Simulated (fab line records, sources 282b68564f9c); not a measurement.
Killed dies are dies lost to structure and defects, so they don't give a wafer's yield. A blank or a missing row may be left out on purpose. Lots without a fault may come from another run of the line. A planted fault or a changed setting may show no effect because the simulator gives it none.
A struck lot beside a sound one | flow rit_cmos | 30 steps out of a route of 202
Sound: wafers L392.1, L392.4, L392.5. Struck: wafers L384.1, L384.2, L384.5. The cause comes at the end.
At each step with rows: each side's tool, then ch and its chambers, then its first start. Under that, the readings that differ: sound wafers | struck wafers | difference of the means | sigmas: that difference in standard deviations of wafers without a fault.
alike: readings whose means differ by less than 2 such deviations, and words and numbers that are the same on both sides. not compared: withheld readings, readings that some wafer has no value for, bounds like >300 that may hide the same value, and numbers for which the record gives no deviation and whose values overlap.
The two part at a step that has a row with sigmas, a row that says differs or no value, or rows on one side only. Numbers that don't overlap but have no deviation are shown without sigmas and don't part them. A reading that every wafer of one side lacks parts them only if that side has two wafers or more.

RIT_FOX2_THK_MEAS_01:
  sound on film_metro-01, day 5 18:58; struck on film_metro-03, day 3 23:29
  alike: FOX2_OXIDE_THK
then, 2 steps without rows for these wafers: RIT_FOX2_CLEAN_02 (cleans in dHF, time 180 s); RIT_FOX2_WET_ETCH_03 (etches Si3N4 in H3PO4, target depth 195 nm, time 2700 s).
RIT_FOX2_THK_MEAS_90:
  sound on film_metro-04, day 5 19:50; struck on film_metro-03, day 4 00:22
  alike: FIELD_OXIDE_LEFT_1_THK
then, 6 steps without rows for these wafers: RIT_NWELL_HMDS_00 (prime time 60 s); RIT_NWELL_COAT_01 (resist thk 1300 nm); RIT_NWELL_SOFTBAKE_02 (time 60 s); RIT_NWELL_EXPOSE_03 (exposes mask M2, target cd 43900 nm); RIT_NWELL_PEB_04; RIT_NWELL_DEVELOP_05 (develop time 68 s).
RIT_NWELL_OVL_MEAS_06:
  sound on overlay-02, day 5 20:55; struck on overlay-01, day 4 01:33
  alike: NWELL_OVL
then, 1 step without rows for these wafers: RIT_NWELL_HARDBAKE_07 (time 120 s).
RIT_NWELL_IMPLANT_08:
  sound on implanter-03 ch 0, day 5 21:11; struck on implanter-02 ch 0, day 4 01:50
  reading       | sound                         | struck                       | difference | sigmas
  dose_ions_cm2 | 5.002e+13 5.002e+13 5.002e+13 | 4.802e+13 4.802e+13 4.81e+13 | -1.973e+12 | -35
  alike: beam_energy_keV
RIT_NWELL_STRIP_09: strips in O2, time 180 s.
  sound on plasma_asher-03 ch 0,1, day 5 21:20; struck on plasma_asher-03 ch 0,1, day 4 01:59
  alike: drypump_motor_current_A
  not compared: rf_hours_counter_h
RIT_NWELL_TW_MEAS_10:
  sound on film_metro-03, day 5 21:31; struck on film_metro-01, day 4 02:10
  reading  | sound          | struck         | difference | sigmas
  NWELL_TW | 2169 2175 2167 | 2070 2084 2067 | -97        | -3
then, 6 steps without rows for these wafers: RIT_PWELL_HMDS_00 (prime time 60 s); RIT_PWELL_COAT_01 (resist thk 1300 nm); RIT_PWELL_SOFTBAKE_02 (time 60 s); RIT_PWELL_EXPOSE_03 (exposes mask M3, target cd 43700 nm); RIT_PWELL_PEB_04; RIT_PWELL_DEVELOP_05 (develop time 68 s).
RIT_PWELL_OVL_MEAS_06:
  sound on overlay-02, day 5 22:28; struck on overlay-01, day 4 03:08
  alike: PWELL_OVL
then, 2 steps without rows for these wafers: RIT_PWELL_HARDBAKE_07 (time 120 s); RIT_PWELL_IMPLANT_08.
RIT_PWELL_STRIP_09: strips in O2, time 180 s.
  sound on plasma_asher-02 ch 0,1, day 5 22:53; struck on plasma_asher-03 ch 0,1, day 4 03:34
  alike: drypump_motor_current_A
  not compared: rf_hours_counter_h
RIT_PWELL_TW_MEAS_10:
  sound on film_metro-03, day 5 23:04; struck on film_metro-02, day 4 03:45
  alike: PWELL_TW
then, 1 step without rows for these wafers: RIT_WELLDRIVE_ANNEAL_00 (time 14700 s).
RIT_WELLDRIVE_RS_MEAS_01: measures by four-point-probe.
  sound on film_metro-01, day 6 05:56; struck on film_metro-02, day 4 10:08
  reading           | sound             | struck            | difference | sigmas
  NWELL_RS (ohm/sq) | 276.3 275.4 275.4 | 282.4 282.3 282.3 | +6.6       | +10
RIT_WELLDRIVE_RS_MEAS_02: measures by four-point-probe.
  sound on film_metro-01, day 6 06:03; struck on film_metro-02, day 4 10:16
  alike: PWELL_RS
RIT_M1_PROBE_99:
  sound on prober-02, day 7 22:23; struck on prober-02, day 5 17:13
  reading                                 | sound             | struck            | difference | sigmas
  model.etest.nwell_pinched.rs_ohm_sq     | 332.4 329.2 336.2 | 344.4 347.6 346.6 | +13.6      |
  model.etest.well_edge_left.line_ohm_um  | 180.8 179.4 180.2 | 187.8 186.4 188.4 | +7.4       |
  model.etest.well_edge_right.line_ohm_um | 183.7 180 180.3   | 187.5 184 187.2   | +4.9       |
  alike: killed_at_front_end, killed_dies, killed_open, killed_short

WHERE THEY PART
First at RIT_NWELL_IMPLANT_08; last, within this record, at RIT_WELLDRIVE_RS_MEAS_01. Later steps at which nothing parts them and some readings are alike: RIT_WELLDRIVE_RS_MEAS_02, RIT_M1_PROBE_99.

WHY: what the simulator had put in
Process parameter drift: implanter-02, from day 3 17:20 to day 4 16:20, at RIT_NWELL_IMPLANT_08. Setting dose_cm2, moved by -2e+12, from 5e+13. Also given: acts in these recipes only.
